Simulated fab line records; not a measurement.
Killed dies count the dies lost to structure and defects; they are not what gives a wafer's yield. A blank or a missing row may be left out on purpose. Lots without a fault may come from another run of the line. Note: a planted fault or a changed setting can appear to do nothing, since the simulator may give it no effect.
Code-filled problem report in 8D (eight disciplines) form :: flow berkeley-cmos170 :: the parts of the form that need people (team, actions taken, sign-off) are left out

## 1. WHAT WENT WRONG
At UCB170_V2_ETCH_14, oes-product-au averages 0.788 a.u. over 6 wafers from 2 lots, while fault-free wafers read 0.865 a.u., standard deviation 0.013. That puts it -5.9 standard deviations away from the usual mean.
The step: etches SiO2 in CHF3/CF4/Ar, stops on Al, target depth 1250 nm, time 291 s.
First observed at day 11 15:01: wafer L951.2, on rie-diel-04. Wafers with a number at this step in the record: 42, from 14 lots. By rule, "out" or "out of limits" means more than 4 standard deviations away from the usual mean. The rest of the wafers with a number are treated as sound.

## 2. WHAT THIS IS AND IS NOT
question: which readings at this step
is: oes-product-au
is not: cf4-flow-sccm, drypump-motor-current-A, mfc-ar-sccm, throttle-valve-pct

question: which lots
is: L951, L956
is not: L935, L938, L940, L941, L942, L943, L945, L946, L947, L948, L950, L958

question: which wafers of those lots
is: all that have a number
is not: -

question: read on which tools
is: rie-diel-04
is not: rie-diel-01, rie-diel-03

question: when
is: from day 11 15:01
is not: up to then (30 sound wafers); but 6 sound wafers of L950, L958 came after

## 3. THE SUSPECTS, EACH WITH WHAT RULES IT OUT
Counting: a tool at any process step up to the reading remains a suspect when it ran all the lots that are out and ran no sound lot after the first of those.
- rie-diel-04 at UCB170_V2_ETCH_14 (etches SiO2 in CHF3/CF4/Ar, stops on Al, target depth 1250 nm, time 291 s): kept. It processed each lot that is out, first L951 at day 11 15:01, and no sound lot thereafter; up to then, the last sound lot it processed was L946 at day 11 13:54. Out on those wafers are its own readings of oes-product-au.
Remaining after the count: rie-diel-04 at UCB170_V2_ETCH_14.

## 4. THE CAUSE (what the simulator had put in)
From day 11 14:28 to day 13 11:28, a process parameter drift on rie-diel-04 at UCB170_V2_ETCH_14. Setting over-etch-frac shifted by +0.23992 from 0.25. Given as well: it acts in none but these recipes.
The count eliminated every tool but this one.

## 5. THE EFFECT CHAIN, in route order
Each row: a reading whose mean over the struck wafers that have a number lies more than 3 standard deviations from the usual. Only readings for which the record gives a usual standard deviation are gone through. hours: the time from each lot's start at the first step in this table that gives one to its start at this step, as a median over the lots. sigmas: the change in usual standard deviations.
hours: 0
step: UCB170_V2_ETCH_14
reading: oes-product-au
usual: 0.865 a.u.
on struck wafers: 0.788
change: -0.077
sigmas: -5.9

hours: 0
step: UCB170_V2_STRIP_15
reading: strip-time-to-endpoint-s
usual: 15.34 s
on struck wafers: 14.14
change: -1.20
sigmas: -13
Here are the process steps it includes:
- UCB170_V2_ETCH_14: etches SiO2 in CHF3/CF4/Ar, stops on Al, target depth 1250 nm, time 291 s.
- UCB170_V2_STRIP_15: strips in O2.
Later steps that measure or inspect, where all struck wafers having a row at the step show a number for every such reading and not one has moved that far: UCB170_V2_CD_MEAS_90.

## 6. WHAT WOULD HAVE CAUGHT IT SOONER
In this record the first reading out of limits was taken at day 11 15:01, 1 hour after the fault began at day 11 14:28.
